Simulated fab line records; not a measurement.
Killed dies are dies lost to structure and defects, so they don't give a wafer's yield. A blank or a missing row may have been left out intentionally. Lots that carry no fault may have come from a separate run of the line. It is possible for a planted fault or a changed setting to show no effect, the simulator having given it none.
The same fault as seen by 2 desks | flow ritCmos | each desk has only its own numbers; what lay behind them comes last

== AT THE TOOL OWNER'S DESK: implanter-01 ==
For each lot that ran on this tool, the mean over its sampled wafers that have a number, from the tool's own readings at RIT_NLDD_IMPLANT_08. Marked OUT: a lot whose mean sits more than 4 standard deviations from the usual mean, which makes it out of limits; the brackets give that distance.
Columns: A = beamEnergyKeV at RIT_NLDD_IMPLANT_08, usual 20.000
lot  | first seen here | A
L323 | day 3 21:20     | 20.002
L326 | day 4 14:32     | 13.995 (-99 or more) OUT
L328 | day 5 00:25     | 13.991 (-99 or more) OUT
Finding of this desk: L326, L328 out of limits; the first was L326 at day 4 14:32, on beamEnergyKeV at RIT_NLDD_IMPLANT_08. In limits: L323.

== METROLOGY DESK ==
Means of the sampled wafers that have a number, per lot and without regard to the tool the lot ran on: this is what the gauges read. Marked OUT: a lot whose mean sits more than 4 standard deviations from the usual mean, which makes it out of limits; the brackets give that distance.
Columns: A = NLDD_TW at RIT_NLDD_TW_MEAS_10, usual 2491; B = NLDD_RS at RIT_SDANNEAL_RS_MEAS_07, usual 151.6 ohm/sq
lot  | first seen here | A              | B
L318 | day 2 20:05     | 2492           | 152.2
L319 | day 3 00:04     | 2500           | 152.2
L322 | day 3 19:22     | 2501           | 151.3
L323 | day 3 21:40     | 2492           | 151.5
L326 | day 4 14:50     | 2240 (-19) OUT | 156.5 (+10) OUT
L328 | day 5 00:41     | 2261 (-18) OUT | 157.7 (+13) OUT
L330 | day 5 09:01     | 2479           | 151.9
L331 | day 5 15:11     | 2484           | 152.1
L332 | day 5 19:25     | 2485           | 151.9
L334 | day 6 03:47     | 2497           | 151.3
L336 | day 6 16:46     | 2493           | 151.7
L337 | day 6 21:19     | 2496           | 151.3
L340 | day 7 09:48     | 2486           | 151.0
L341 | day 7 17:07     | 2505           | 152.0
This desk reports L326, L328 out of limits; the earliest was L326 at day 4 14:50 (NLDD_TW at RIT_NLDD_TW_MEAS_10). In limits: L318, L319, L322, L323, L330, L331, L332, L334, L336, L337, L340, L341.

== TAKEN TOGETHER ==
On L326, L328, at day 4 14:32, an alarm was possible from the tool owner's desk.
On L326, L328, the metrology desk was in a position to raise an alarm at day 4 14:50.
Of the lots named, all ran RIT_NLDD_IMPLANT_08 on implanter-01.

== WHAT THE SIMULATOR HAD PUT IN ==
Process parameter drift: implanter-01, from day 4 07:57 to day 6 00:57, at RIT_NLDD_IMPLANT_08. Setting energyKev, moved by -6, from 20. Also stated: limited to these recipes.
Struck lots among those shown: L326, L328.
Fault start to first reading out of limits, in hours, per desk: tool owner, 7; metrology, 7.
